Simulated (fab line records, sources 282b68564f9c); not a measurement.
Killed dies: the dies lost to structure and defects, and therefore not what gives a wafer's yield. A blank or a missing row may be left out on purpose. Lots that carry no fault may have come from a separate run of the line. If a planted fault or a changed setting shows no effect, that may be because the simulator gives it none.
Which tool is to blame? :: flow rit_cmos :: Sampling: 6 lots, 18 wafers, 2 of 202 route steps

## WHAT THE GAUGES READ, wafer by wafer
RIT_PLDD_TW_MEAS_10.
lot: L771
measured: day 3 01:55
on: film_metro-01
PLDD_TW: 2353 2326 2348

lot: L773
measured: day 3 12:23
on: film_metro-02
PLDD_TW: 2351 2350 2353

lot: L775
measured: day 3 20:07
on: film_metro-02
PLDD_TW: 2371 2349 2367

lot: L780
measured: day 4 22:28
on: film_metro-02
PLDD_TW: 30 30 30

lot: L787
measured: day 6 21:02
on: film_metro-01
PLDD_TW: 2369 2351 2342

lot: L792
measured: day 8 07:20
on: film_metro-04
PLDD_TW: 2351 2357 2370

## TOOL THAT RAN EACH LOT (tool first, then ch and the chambers of the sampled wafers, then the start)
lot: L771
RIT_NLDD_STRIP_09: plasma_asher-02 ch 1, day 3 00:19

lot: L773
RIT_NLDD_STRIP_09: plasma_asher-01 ch 0,1, day 3 10:39

lot: L775
RIT_NLDD_STRIP_09: plasma_asher-02 ch 0,1, day 3 18:25

lot: L780
RIT_NLDD_STRIP_09: plasma_asher-02 ch 0,1, day 4 20:52

lot: L787
RIT_NLDD_STRIP_09: plasma_asher-01 ch 0,1, day 6 19:21

lot: L792
RIT_NLDD_STRIP_09: plasma_asher-03 ch 0,1, day 8 05:37
- RIT_NLDD_STRIP_09: strips in O2, time 180 s.

## THE ANSWER, worked out from the rows above alone
Rule: the usual values come from the lots themselves. The widest of any qualifying gaps counts: lots, ordered by their means at a reading, are off when they make up no more than a third of the lots, leave a main group of 4 or more, and stand apart from it by 3 or more times the standard deviation of that group's means. The tables above print the reading to a certain number of digits; a main group whose means all agree to those digits is not used. A lot without any number at a reading at which 4 lots or more have one is off too. Where the step has rows for the other lots, those lots are counted as sound.
Off: L780, at RIT_PLDD_TW_MEAS_10 (PLDD_TW). The main group: mean 2354, standard deviation 6.9.
A tool fits if, at a process step before that reading, it ran every lot that is off, and no sound lot after the first of them. Gauges at RIT_PLDD_TW_MEAS_10: tried the same way as those tools. This does not decide it: 2 tools fit, namely plasma_asher-02 at RIT_NLDD_STRIP_09 and film_metro-02 at RIT_PLDD_TW_MEAS_10.

## WHAT HAD BEEN PUT IN BY THE SIMULATOR
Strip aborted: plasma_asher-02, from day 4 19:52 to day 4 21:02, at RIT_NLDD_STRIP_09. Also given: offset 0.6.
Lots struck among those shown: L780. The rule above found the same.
